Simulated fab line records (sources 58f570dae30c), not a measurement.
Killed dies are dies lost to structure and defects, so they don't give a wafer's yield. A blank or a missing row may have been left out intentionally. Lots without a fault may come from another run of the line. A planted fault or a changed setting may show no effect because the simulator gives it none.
Matching of chambers	flow berkeley-cmos170	4 sister chambers for UCB170_FIELD_WET_ETCH_04 on wet-bench-01
The step etches SiO2 in dHF, time 60 s. 20 wafers are shown with their chamber, then 9 later ones without.

## EACH WAFER AND ITS CHAMBER
wafer	chamber	temp-c (C)
L810.1	1	24.88
L810.3	1	25.02
L810.5	1	24.97
L811.2	0	24.92
L811.4	0	24.92
L811.6	0	24.77
L812.1	3	24.87
L812.5	3	24.95
L812.6	3	24.95
L818.2	2	25.05
L818.3	2	25.21
L818.5	2	25.06
L820.4	3	25.01
L820.5	3	24.97
L820.6	3	24.92
L821.1	3	24.89
L821.2	3	24.87
L821.6	3	24.94
L822.1	0	25.12
L822.3	0	25.13

SIGNATURES, as means of the wafers listed above
reading	chamber 0	chamber 1	chamber 2	chamber 3	scatter within a chamber
temp-c	24.9720	24.9567	25.1067	24.9300	0.0925
Rule: a wafer lies at a distance from a chamber equal to the root of the sum of squares, over the readings, of (its reading less the chamber's mean, divided by the reading's scatter). If the next closest chamber is less than 2 further off than the closest, the wafer can't be placed; otherwise it belongs to the closest. The scatter is the square root of a quotient: the sum, over the shown wafers, of each reading's squared deviation from its chamber's mean, divided by wafers minus chambers.

## WAFERS WHOSE CHAMBER IS MISSING
wafer	temp-c (C)
L822.4	25.15
L823.1	25.12
L823.5	25.27
L823.6	25.19
L826.2	24.97
L826.5	24.91
L827.1	24.99
L828.2	24.99
L828.3	24.92

## THE CHAMBER EACH PASSED THROUGH
wafer	from the rows above	in truth
L822.4	can't be placed: 2 or 0 or 1 or 3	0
L823.1	can't be placed: 2 or 0 or 1 or 3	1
L823.5	can't be placed: 2 or 0 or 1 or 3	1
L823.6	can't be placed: 2 or 0 or 1 or 3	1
L826.2	can't be placed: 0 or 1 or 3 or 2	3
L826.5	can't be placed: 3 or 1 or 0 or 2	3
L827.1	can't be placed: 0 or 1 or 3 or 2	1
L828.2	can't be placed: 0 or 1 or 3 or 2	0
L828.3	can't be placed: 3 or 1 or 0 or 2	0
Correct placement for 0 of the 9. Cannot be placed on the basis of these rows: 9; the candidates contain the true chamber in 9. Wrongly placed: 0.
